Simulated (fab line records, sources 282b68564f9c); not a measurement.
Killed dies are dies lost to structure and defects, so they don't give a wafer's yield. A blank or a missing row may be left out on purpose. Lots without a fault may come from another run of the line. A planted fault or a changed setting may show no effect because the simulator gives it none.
Which tool did it? | flow rit_cmos | 7 lots, 21 wafers sampled, at 2 steps of a route of 202

WHAT THE GAUGES READ, wafer by wafer
RIT_REOX_THK_MEAS_04.
lot  | measured    | on            | REOX_OXIDE_THK (nm)
L782 | day 3 02:46 | film_metro-04 | 25.7 25.9 25.2
L784 | day 3 12:29 | film_metro-04 | 25.4 25.4 25.2
L786 | day 4 00:02 | film_metro-02 | 25.4 24.9 25.1
L790 | day 4 22:41 | film_metro-01 | 25.9 25.7 25.5
L794 | day 5 15:55 | film_metro-01 | 27.4 27.5 27.5
L799 | day 6 12:32 | film_metro-01 | 24.8 24.8 24.5
L804 | day 7 14:44 | film_metro-01 | 25.5 25.2 25.6

WHICH TOOL RAN EACH LOT (tool, then ch and the chambers of the sampled wafers, then the start)
lot  | RIT_REOX_OXIDATION_03
L782 | furnace-01 ch 0, day 3 00:13
L784 | furnace-04 ch 0, day 3 09:56
L786 | furnace-04 ch 0, day 3 21:28
L790 | furnace-03 ch 0, day 4 20:08
L794 | furnace-04 ch 0, day 5 13:22
L799 | furnace-01 ch 0, day 6 09:59
L804 | furnace-01 ch 0, day 7 12:11
- RIT_REOX_OXIDATION_03: target thk 25.2 nm, ox time 5580 s.

THE ANSWER, worked out from the rows above alone
Rule: what is usual is taken from the lots themselves. Put in order of their means at a reading, lots are off if they are a third of the lots or fewer, leave a main group of 4 or more, and stand apart from it by a gap of 3 or more times the standard deviation of the main group's means; of several such gaps the widest counts. A main group whose means are all the same, to the digits that the tables above print for the reading, isn't used. A lot without any number at a reading at which 4 lots or more have one is off too. The other lots that the step has rows for count as sound.
Off: L794, at RIT_REOX_THK_MEAS_04 (REOX_OXIDE_THK). The main group: mean 25.3 nm, standard deviation 0.33.
A tool fits if, at a process step before that reading, it ran every lot that is off, and no sound lot after the first of them. The gauges at RIT_REOX_THK_MEAS_04 are tried like those tools. One fits: furnace-04 at RIT_REOX_OXIDATION_03. Its last sound lot is L786 (day 3 21:28), its first lot that is off L794 (day 5 13:22): a fault that began between those two fits.

WHAT THE SIMULATOR HAD PUT IN
Process parameter drift: furnace-04, from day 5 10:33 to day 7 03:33, at RIT_REOX_OXIDATION_03. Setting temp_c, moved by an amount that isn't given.
Lots struck among those shown: L794. The rule above found the same.
